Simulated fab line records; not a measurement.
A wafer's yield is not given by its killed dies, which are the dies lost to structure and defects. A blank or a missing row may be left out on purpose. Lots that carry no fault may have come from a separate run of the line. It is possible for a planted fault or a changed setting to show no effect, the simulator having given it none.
The tool behind it: which one? | flow rit_cmos | 42 wafers from 14 lots sampled at 6 of the route's 202 steps

## WHAT THE GAUGES SHOWED, per wafer
RIT_ACTIVE_BOW_MEAS_00. Usual: for INCOMING_BOW the level is 0 um and the standard deviation is 6.4.
lot  | measured    | on            | INCOMING_BOW (um) | flag
L209 | day 1 10:02 | film_metro-04 | 9 -9 5            |
L210 | day 1 15:01 | film_metro-03 | 1 7 -7            |
L211 | day 1 20:01 | film_metro-01 | 2 -2 4            |
L212 | day 2 01:00 | film_metro-04 | -7 -12 4          |
L215 | day 2 16:00 | film_metro-03 | 4 -4 0            |
L217 | day 3 02:02 | film_metro-04 | 4 6 7             |
L218 | day 3 07:02 | film_metro-03 | 0 -2 8            |
L223 | day 4 08:00 | film_metro-04 | -10 10 -1         |
L225 | day 4 18:04 | film_metro-04 | 0 4 8             |
L227 | day 5 04:00 | film_metro-01 | 1 4 -3            |
L228 | day 5 09:02 | film_metro-04 | -2 6 14           |
L229 | day 5 14:04 | film_metro-03 | 6 -4 6            |
L230 | day 5 19:02 | film_metro-01 | -3 4 5            |
L232 | day 6 05:01 | film_metro-04 | 0 1 -5            |

RIT_PRETRO_OVL_MEAS_06. Usual: for PRETRO_OVL the level is 2.1 nm and the standard deviation is 1.3.
lot  | measured    | on         | PRETRO_OVL (nm) | flag
L209 | day 2 07:37 | overlay-02 | 2.9 3.0 1.3     |
L210 | day 2 12:41 | overlay-01 | 0.5 2.1 1.2     |
L211 | day 2 17:43 | overlay-02 | 2.2 0.6 0.0     |
L212 | day 2 22:28 | overlay-02 | 3.2 2.1 2.4     |
L215 | day 3 13:08 | overlay-01 | 0.6 1.5 1.1     |
L217 | day 3 23:32 | overlay-01 | 2.3 2.3 2.9     |
L218 | day 4 04:16 | overlay-02 | 4.2 1.4 3.4     |
L223 | day 5 04:40 | overlay-01 | 2.0 2.5 2.6     |
L225 | day 5 16:48 | overlay-02 | 0.9 -0.4 0.8    |
L227 | day 6 00:46 | overlay-01 | 3.5 3.9 3.4     |
L228 | day 6 07:19 | overlay-01 | 1.7 -0.1 0.4    |
L229 | day 6 13:01 | overlay-02 | 2.2 2.0 2.0     |
L230 | day 6 16:50 | overlay-02 | 0.6 2.2 1.5     |
L232 | day 7 01:43 | overlay-02 | 0.5 1.5 1.3     |

RIT_SDANNEAL_RS_MEAS_06: the measuring method here is four-point-probe. Usual: for PLDD_RS the level is 178.7 ohm/sq and the standard deviation is 0.47.
lot  | measured    | on            | PLDD_RS (ohm/sq)  | flag
L209 | day 3 02:06 | film_metro-01 | 179.3 179.0 178.9 |
L210 | day 3 07:26 | film_metro-01 | 178.7 179.5 179.3 |
L211 | day 3 12:08 | film_metro-01 | 178.3 178.7 179.2 |
L212 | day 3 16:50 | film_metro-03 | 178.7 178.8 178.5 |
L215 | day 4 07:09 | film_metro-01 | 178.9 178.7 178.9 |
L217 | day 4 18:25 | film_metro-01 | 178.7 178.8 178.9 |
L218 | day 5 00:00 | film_metro-01 | 178.3 178.1 178.4 |
L223 | day 6 01:44 | film_metro-03 | 179.3 179.5 179.3 |
L225 | day 6 10:55 | film_metro-04 | 178.3 178.7 178.1 |
L227 | day 6 19:19 | film_metro-01 | 179.0 179.1 178.3 |
L228 | day 7 01:56 | film_metro-04 | 178.2 178.5 178.5 |
L229 | day 7 10:16 | film_metro-03 | 177.5 177.8 178.0 |
L230 | day 7 15:35 | film_metro-01 | 177.8 177.6 177.7 |
L232 | day 7 22:59 | film_metro-03 | 179.1 178.6 179.2 |

RIT_M1_RS_MEAS_01: the measuring method here is four-point-probe. Usual: for M1_AL_RS the level is 0.0736 ohm/sq and the standard deviation is 0.00065.
lot  | measured    | on            | M1_AL_RS (ohm/sq)    | flag
L209 | day 3 05:24 | film_metro-03 | 0.0729 0.0734 0.0736 |
L210 | day 3 10:43 | film_metro-03 | 0.0735 0.0727 0.0739 |
L211 | day 3 15:28 | film_metro-01 | 0.0735 0.0743 0.0745 |
L212 | day 3 20:18 | film_metro-04 | 0.0739 0.0733 0.0735 |
L215 | day 4 10:25 | film_metro-04 | 0.0585 0.0578 0.0583 | OFF
L217 | day 4 21:41 | film_metro-03 | 0.0586 0.0589 0.0583 | OFF
L218 | day 5 03:23 | film_metro-03 | 0.0733 0.0746 0.0739 |
L223 | day 6 05:05 | film_metro-01 | 0.0736 0.0729 0.0732 |
L225 | day 6 14:17 | film_metro-01 | 0.0739 0.0738 0.0740 |
L227 | day 6 22:37 | film_metro-01 | 0.0737 0.0738 0.0742 |
L228 | day 7 05:20 | film_metro-01 | 0.0716 0.0727 0.0716 |
L229 | day 7 13:41 | film_metro-04 | 0.0735 0.0737 0.0745 |
L230 | day 7 18:53 | film_metro-04 | 0.0734 0.0734 0.0732 |
L232 | day 8 02:16 | film_metro-04 | 0.0737 0.0733 0.0742 |

RIT_M1_THK_MEAS_02: measures by xrf. Usual: for M1_AL_THK the level is 405 nm and the standard deviation is 3.9.
lot  | measured    | on            | M1_AL_THK (nm) | flag
L209 | day 3 05:30 | film_metro-03 | 407 405 403    |
L210 | day 3 10:50 | film_metro-03 | 406 407 401    |
L211 | day 3 15:35 | film_metro-01 | 406 399 400    |
L212 | day 3 20:25 | film_metro-04 | 404 406 404    |
L215 | day 4 10:32 | film_metro-04 | 508 509 505    | OFF
L217 | day 4 21:47 | film_metro-03 | 503 497 502    | OFF
L218 | day 5 03:29 | film_metro-03 | 406 398 402    |
L223 | day 6 05:12 | film_metro-01 | 405 408 409    |
L225 | day 6 14:22 | film_metro-01 | 404 406 404    |
L227 | day 6 22:44 | film_metro-01 | 407 404 401    |
L228 | day 7 05:26 | film_metro-01 | 414 408 417    |
L229 | day 7 13:46 | film_metro-04 | 404 405 400    |
L230 | day 7 18:59 | film_metro-04 | 406 407 409    |
L232 | day 8 02:23 | film_metro-04 | 405 405 402    |

## WHICH TOOL RAN EACH LOT (tool, then ch and the chambers of the sampled wafers, then the start)
lot  | RIT_M1_SPUTTER_00
L209 | pvd_sputter-03, day 3 05:04
L210 | pvd_sputter-03, day 3 10:25
L211 | pvd_sputter-01, day 3 15:09
L212 | pvd_sputter-03, day 3 20:01
L215 | pvd_sputter-01, day 4 10:08
L217 | pvd_sputter-01, day 4 21:22
L218 | pvd_sputter-03, day 5 03:03
L223 | pvd_sputter-02, day 6 04:47
L225 | pvd_sputter-02, day 6 13:55
L227 | pvd_sputter-02, day 6 22:19
L228 | pvd_sputter-01, day 7 05:01
L229 | pvd_sputter-02, day 7 13:20
L230 | pvd_sputter-01, day 7 18:32
L232 | pvd_sputter-03, day 8 01:57
- RIT_M1_SPUTTER_00: material Al, target thk 400 nm, time 500 s.

## AS READ BY THE TOOLS THEMSELVES (means over the sampled wafers that have a number; for cases with no such wafer, the mark the record gives instead)
RIT_M1_SPUTTER_00. Usual: throttle_valve_pct 29.9 %, standard deviation 0.9.
lot  | tool           | throttle_valve_pct (%) | flag
L209 | pvd_sputter-03 | 29.4                   |
L210 | pvd_sputter-03 | 29.3                   |
L211 | pvd_sputter-01 | 29.9                   |
L212 | pvd_sputter-03 | 29.7                   |
L215 | pvd_sputter-01 | 29.7                   |
L217 | pvd_sputter-01 | 29.7                   |
L218 | pvd_sputter-03 | 29.3                   |
L223 | pvd_sputter-02 | 30.4                   |
L225 | pvd_sputter-02 | 30.7                   |
L227 | pvd_sputter-02 | 30.4                   |
L228 | pvd_sputter-01 | 30.5                   |
L229 | pvd_sputter-02 | 30.5                   |
L230 | pvd_sputter-01 | 29.3                   |
L232 | pvd_sputter-03 | 29.6                   |

## THE ANSWER, worked out from the rows above alone
Rule: a lot is off if the mean of its wafers that have a number lies more than 3 standard deviations from the usual mean. Also off: a lot with no number at a reading for which 4 or more lots have one. The other lots that the step has rows for count as sound. After the gauges, taken in route order, come the tools' own readings; for these a lot's mean is taken, as printed above. At the first step where some lot is off, the reading lying furthest off is the one used; lots without a number count as furthest.
Off: L215, L217, seen at RIT_M1_RS_MEAS_01 (M1_AL_RS).
If a tool, at a process step before that reading, ran all the lots that are off and no sound lot after the first of them, it fits. Gauges at RIT_M1_RS_MEAS_01: tried the same way as those tools. Not one of the candidates tried fits.

## WHAT WAS PUT IN BY THE SIMULATOR
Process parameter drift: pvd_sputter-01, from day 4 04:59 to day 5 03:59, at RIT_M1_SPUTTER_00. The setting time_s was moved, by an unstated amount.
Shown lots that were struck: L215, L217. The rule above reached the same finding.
